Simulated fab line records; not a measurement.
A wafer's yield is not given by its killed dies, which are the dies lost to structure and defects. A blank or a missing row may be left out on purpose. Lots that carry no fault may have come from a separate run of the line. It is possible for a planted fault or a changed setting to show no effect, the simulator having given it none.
2 desks, one fault | flow berkeley_cmos170 | every desk sees just its own numbers, and what lay behind them comes last

## AT THE METROLOGY DESK
Means of the sampled wafers that have a number, per lot and without regard to the tool the lot ran on: this is what the gauges read. Marked OUT: a lot whose mean sits more than 4 standard deviations from the usual mean, which makes it out of limits; the brackets give that distance.
Columns: A = M2_OVL at UCB170_M2_OVL_MEAS_16, usual -2 nm; B = cd_nm at UCB170_M2_CD_MEAS_90, usual 700.4 nm; C = cd_nm at UCB170_V2_CD_MEAS_12, usual 699.8 nm
lot  | first seen here | A   | B                | C
L280 | day 8 06:59     | -7  | 697.7            | 699.6
L281 | day 8 20:17     | -10 | 699.6            | 700.7
L282 | day 8 22:35     | 2   | 699.2            | 701.5
L284 | day 9 09:53     | 1   | 704.4            | 698.7
L285 | day 9 12:26     | -2  | 702.4            | 700.8
L286 | day 10 01:59    | -7  | 712.7 (+4.1) OUT | 698.8
L292 | day 11 06:32    | -2  | 716.4 (+5.3) OUT | 700.0
L296 | day 11 23:19    | -3  | 702.7            | 698.7
L297 | day 12 09:52    | 4   | 699.4            | 700.0
L300 | day 12 23:16    | 3   | 697.7            | 700.0
L302 | day 13 00:05    | 4   | 703.2            | 699.3
L299 | day 13 05:08    | 2   | 699.0            | 702.1
L303 | day 13 19:49    | -2  | 700.4            | 701.6
This desk's finding: out of limits on L286, L292; first on L286, day 10 02:20 (cd_nm at UCB170_M2_CD_MEAS_90). L280, L281, L282, L284, L285, L296, L297, L300, L302, L299, L303: within limits.

## AT THE TOOL OWNER'S DESK: rie_metal-03
The tool's own readings at UCB170_M2_METAL_ETCH_18 (etches Al in Cl2/BCl3, stops on SiO2, target depth 1170 nm, time 195 s): means of the sampled wafers that have a number, for each lot that ran on this tool. Marked OUT: a lot whose mean sits more than 4 standard deviations from the usual mean, which makes it out of limits; the brackets give that distance.
Columns: A = drypump_motor_current_A at UCB170_M2_METAL_ETCH_18, usual 5.77 A; B = oes_product_au at UCB170_M2_METAL_ETCH_18, usual 0.858 a.u.; C = throttle_valve_pct at UCB170_M2_METAL_ETCH_18, usual 24.53 %
lot  | first seen here | A    | B               | C
L282 | day 8 22:39     | 5.71 | 0.862           | 24.63
L285 | day 9 12:31     | 5.72 | 0.866           | 24.64
L286 | day 10 02:04    | 5.71 | 0.736 (-11) OUT | 24.70
L292 | day 11 06:36    | 5.73 | 0.731 (-12) OUT | 24.69
L303 | day 13 19:56    | 5.69 | 0.866           | 24.62
This desk's finding: out of limits on L286, L292; first on L286, day 10 02:04 (oes_product_au at UCB170_M2_METAL_ETCH_18). L282, L285, L303: within limits.

## BROUGHT TOGETHER
The tool owner's desk could have raised an alarm at day 10 02:04, on L286, L292.
Metrology desk: alarm possible at day 10 02:20 on L286, L292.
On rie_metal-03, each named lot ran UCB170_M2_METAL_ETCH_18.

## WHAT THE SIMULATOR HAD PUT IN
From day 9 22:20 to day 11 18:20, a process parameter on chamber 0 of rie_metal-03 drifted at UCB170_M2_METAL_ETCH_18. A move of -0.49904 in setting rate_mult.
Shown lots that were struck: L286, L292.
Fault start to first reading out of limits, in hours, per desk: tool owner, 4; metrology, 4.
